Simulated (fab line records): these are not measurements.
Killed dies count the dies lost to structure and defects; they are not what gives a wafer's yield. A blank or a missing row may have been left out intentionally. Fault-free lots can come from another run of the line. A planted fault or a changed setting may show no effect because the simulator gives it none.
Comparing a struck lot with a sound one || flow berkeley-cmos170 || 14 out of 331 route steps
Sound: wafers L983.2, L983.3, L983.4. Struck: wafers L979.1, L979.4, L979.6. Last of all comes the cause.
Order at every step that has rows: each side's tool, ch and its chambers, its first start. Under that, the readings that differ: sound wafers || struck wafers || difference of the means || sigmas: that difference in standard deviations of wafers without a fault.
alike: same words and numbers on both sides, and readings whose means sit less than 2 such deviations apart. not compared: any withheld reading, any reading some wafer has no value for, any bound like >300 that may hide the same value, and any number with overlapping values for which the record gives no deviation.
A row with sigmas, a row that says differs or no value, or rows on one side alone: a step with any of these is where the two part. Numbers that don't overlap but have no deviation are shown without sigmas and don't part them. A reading missing from all wafers of one side parts the sides only when that side holds two or more wafers.

first, 2 steps without rows for these wafers: UCB170_ACTIVE_PEB_11; UCB170_ACTIVE_DEVELOP_12 (develop time 45 s).
UCB170_ACTIVE_CD_MEAS_13 targets a cd of 1200 nm.
  sound on cd-sem-02, day 8 22:59; struck on cd-sem-02, day 7 23:07
  alike: cd-nm
UCB170_ACTIVE_OVL_MEAS_14:
  sound on overlay-01, day 8 23:06; struck on overlay-01, day 7 23:14
{"reading": "ACTIVE_OVL (nm)", "sound": "-7 -14 -9", "struck": "-1 5 8", "difference": "+14", "sigmas": "+2"}
UCB170_ACTIVE_ETCH_15: etches Si3N4 in CH3F/Ar/O2, stops on SiO2, target depth 242 nm, time 151 s.
  sound on rie-diel-02 ch 0,1,2, day 8 23:08; struck on rie-diel-02 ch 1,2,3, day 7 23:16
  alike: drypump-motor-current-A, oes-product-au, throttle-valve-pct
  not compared: rf-hours-counter-h
UCB170_ACTIVE_STRIP_16: strips in O2.
  sound on plasma-asher-01 ch 0,1, day 8 23:14; struck on plasma-asher-01 ch 1, day 7 23:22
  alike: drypump-motor-current-A, oes-product-au, strip-time-to-endpoint-s
  not compared: rf-hours-counter-h
UCB170_ACTIVE_CD_MEAS_90 targets a cd of 1200 nm.
  sound on cd-sem-02, day 8 23:21; struck on cd-sem-01, day 7 23:28
  alike: cd-nm
then, 5 steps without rows for these wafers: UCB170_ACTIVE_CLEAN_17 (cleans in SPM, time 600 s); UCB170_PFIELD_HMDS_00 (prime time 60 s); UCB170_PFIELD_COAT_01 (resist thk 900 nm); UCB170_PFIELD_SOFTBAKE_02 (time 60 s); UCB170_PFIELD_EXPOSE_03 (exposes mask PFIELD, target cd 1500 nm).
UCB170_PFIELD_PEB_04:
  sound on litho-track-04 ch 0, day 9 00:58; struck on litho-track-02, day 8 00:30
  no value came back on the struck wafers for chill-plate-temp-C (C), exhaust-pa (Pa), resist-line-temp-C (C); on the sound wafers chill-plate-temp-C (C) reads 23.05 22.76 22.84
then, 1 step without rows for these wafers: UCB170_PFIELD_DEVELOP_05 (develop time 45 s).

## WHERE THEY PART
First at UCB170_ACTIVE_OVL_MEAS_14; last, within this record, at UCB170_PFIELD_PEB_04.

WHY: the cause the simulator had injected
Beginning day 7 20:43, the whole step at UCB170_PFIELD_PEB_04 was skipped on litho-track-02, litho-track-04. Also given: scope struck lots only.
